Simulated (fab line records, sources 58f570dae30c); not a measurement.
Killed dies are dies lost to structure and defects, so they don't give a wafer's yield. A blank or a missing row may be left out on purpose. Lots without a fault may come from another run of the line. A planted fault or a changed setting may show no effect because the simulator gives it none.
Chamber matching | flow berkeley_cmos170 | UCB170_SILICIDE_WET_ETCH_05 on wet_bench-03: 3 sister chambers
The step etches Ti in SPM, time 45 s. 18 wafers are shown with their chamber, then 9 later ones without.

WAFERS WITH THEIR CHAMBER
wafer  | chamber | bath_guard_temp_C (C) | bath_heat_duty_pct (%)
L209.3 | 0       | 120.5                 | 12.4
L209.5 | 0       | 120.6                 | 12.6
L209.6 | 0       | 120.5                 | 13.2
L210.1 | 3       | 119.0                 | 11.5
L210.3 | 3       | 118.3                 | 12.9
L210.6 | 3       | 119.0                 | 13.9
L215.2 | 1       | 119.2                 | 12.1
L215.5 | 1       | 119.3                 | 12.3
L215.6 | 1       | 119.3                 | 11.6
L217.2 | 3       | 118.8                 | 13.0
L217.3 | 3       | 119.1                 | 14.1
L217.4 | 3       | 118.8                 | 12.2
L218.1 | 1       | 119.2                 | 12.5
L218.3 | 1       | 118.8                 | 12.8
L218.4 | 1       | 119.3                 | 13.6
L221.2 | 1       | 119.3                 | 11.7
L221.4 | 1       | 119.3                 | 12.2
L221.5 | 1       | 119.3                 | 12.1

SIGNATURES (means of the wafers above)
reading            | chamber 0 | chamber 1 | chamber 3 | scatter within a chamber
bath_guard_temp_C  | 120.533   | 119.222   | 118.833   | 0.206
bath_heat_duty_pct | 12.733    | 12.322    | 12.933    | 0.737
Rule: a wafer's distance from a chamber is the root of the sum, over the readings, of the square of ((its reading less the chamber's mean) divided by the reading's scatter). The wafer belongs to the nearest chamber; if the next one is less than 2 further off, it can't be placed. The scatter: the root of (the sum of the squares of (reading less its chamber's mean) over the shown wafers, divided by (wafers less chambers)).

WAFERS WITHOUT THEIR CHAMBER
wafer  | bath_guard_temp_C (C) | bath_heat_duty_pct (%)
L222.1 | 120.0                 | 13.3
L222.4 | 120.2                 | 13.4
L222.5 | 120.3                 | 13.4
L231.2 | 120.7                 | 12.3
L231.3 | 120.3                 | 12.1
L231.4 | 120.3                 | 14.1
L232.2 | 120.5                 | 11.9
L232.4 | 120.0                 | 13.6
L232.5 | 120.2                 | 11.7

WHICH CHAMBER EACH WENT THROUGH
wafer  | from the rows above     | in truth
L222.1 | can't be placed: 0 or 1 | 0
L222.4 | 0                       | 0
L222.5 | 0                       | 0
L231.2 | 0                       | 0
L231.3 | 0                       | 0
L231.4 | 0                       | 0
L232.2 | 0                       | 0
L232.4 | can't be placed: 0 or 1 | 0
L232.5 | 0                       | 0
Placed correctly: 7 of 9. Can't be placed from these rows: 2 (the true chamber is among the candidates in 2). Placed wrongly: 0.
